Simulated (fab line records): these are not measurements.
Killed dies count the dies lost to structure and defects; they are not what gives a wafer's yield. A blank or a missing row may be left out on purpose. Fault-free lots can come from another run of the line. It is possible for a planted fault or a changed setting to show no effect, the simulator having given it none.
Which tool was responsible? + flow berkeleyCmos170 + 21 wafers from 7 lots sampled at 3 of the route's 331 steps

WHAT THE GAUGES SHOWED, per wafer
UCB170_SDANNEAL_RS_MEAS_03: measurement is done with a four-point probe.
| lot  | measured     | on           | NSD_RS (ohm/sq)                     |
|------|--------------|--------------|-------------------------------------|
| L726 | day 8 02:05  | filmMetro-01 | 37.33 37.34 37.23                   |
| L723 | day 8 03:02  | filmMetro-03 | 37.28 37.32 37.29                   |
| L728 | day 8 21:24  | filmMetro-04 | 37.28 37.20 37.29                   |
| L735 | day 9 21:01  | filmMetro-01 | 53.87 53.51 53.89 54.02 53.58 53.93 |
| L736 | day 11 05:34 | filmMetro-01 | 37.24 37.17 37.21                   |
| L744 | day 12 17:08 | filmMetro-01 | 37.23 37.40 37.29                   |
| L746 | day 13 02:10 | filmMetro-04 | 37.21 37.32 37.19                   |

WHICH TOOL RAN EACH LOT (tool, then ch and the chambers of the sampled wafers, then the start)
| lot  | UCB170_NSD_IMPLANT_08           | UCB170_NSD_STRIP_09                 |
|------|---------------------------------|-------------------------------------|
| L726 | implanter-03 ch 0, day 8 00:17  | plasmaAsher-03 ch 0,1, day 8 00:25  |
| L723 | implanter-02 ch 0, day 8 00:42  | plasmaAsher-01 ch 0,1, day 8 00:50  |
| L728 | implanter-01 ch 0, day 8 18:56  | plasmaAsher-03 ch 0,1, day 8 19:03  |
| L735 | implanter-01 ch 0, day 9 17:08  | plasmaAsher-03 ch 0,1, day 9 17:17  |
| L736 | implanter-03 ch 0, day 11 03:23 | plasmaAsher-04 ch 0,1, day 11 03:32 |
| L744 | implanter-03 ch 0, day 12 15:05 | plasmaAsher-04 ch 0,1, day 12 15:14 |
| L746 | implanter-03 ch 0, day 13 00:40 | plasmaAsher-04 ch 0,1, day 13 00:49 |
- UCB170_NSD_IMPLANT_08
- UCB170_NSD_STRIP_09: strips in O2.

THE ANSWER, worked out from the rows above alone
Rule: what is usual is taken from the lots themselves. Put in order of their means at a reading, lots are off if they are a third of the lots or fewer, leave a main group of 4 or more, and stand apart from it by a gap of 3 or more times the standard deviation of the main group's means; of several such gaps the widest counts. The tables above print the reading to a certain number of digits; a main group whose means all agree to those digits is not used. Also off: a lot with no number at a reading for which 4 or more lots have one. Any other lot the step has rows for is counted as sound.
Off: L735, seen at UCB170_SDANNEAL_RS_MEAS_03 (NSD_RS). The main group: mean 37.27 ohm/sq, standard deviation 0.037.
If a tool, at a process step before that reading, ran all the lots that are off and no sound lot after the first of them, it fits. Those tools and the gauges at UCB170_SDANNEAL_RS_MEAS_03 are tried in the same way. 2 tools fit, implanter-01 at UCB170_NSD_IMPLANT_08 and plasmaAsher-03 at UCB170_NSD_STRIP_09, so this cannot tell which one it is.

WHAT WAS PUT IN BY THE SIMULATOR
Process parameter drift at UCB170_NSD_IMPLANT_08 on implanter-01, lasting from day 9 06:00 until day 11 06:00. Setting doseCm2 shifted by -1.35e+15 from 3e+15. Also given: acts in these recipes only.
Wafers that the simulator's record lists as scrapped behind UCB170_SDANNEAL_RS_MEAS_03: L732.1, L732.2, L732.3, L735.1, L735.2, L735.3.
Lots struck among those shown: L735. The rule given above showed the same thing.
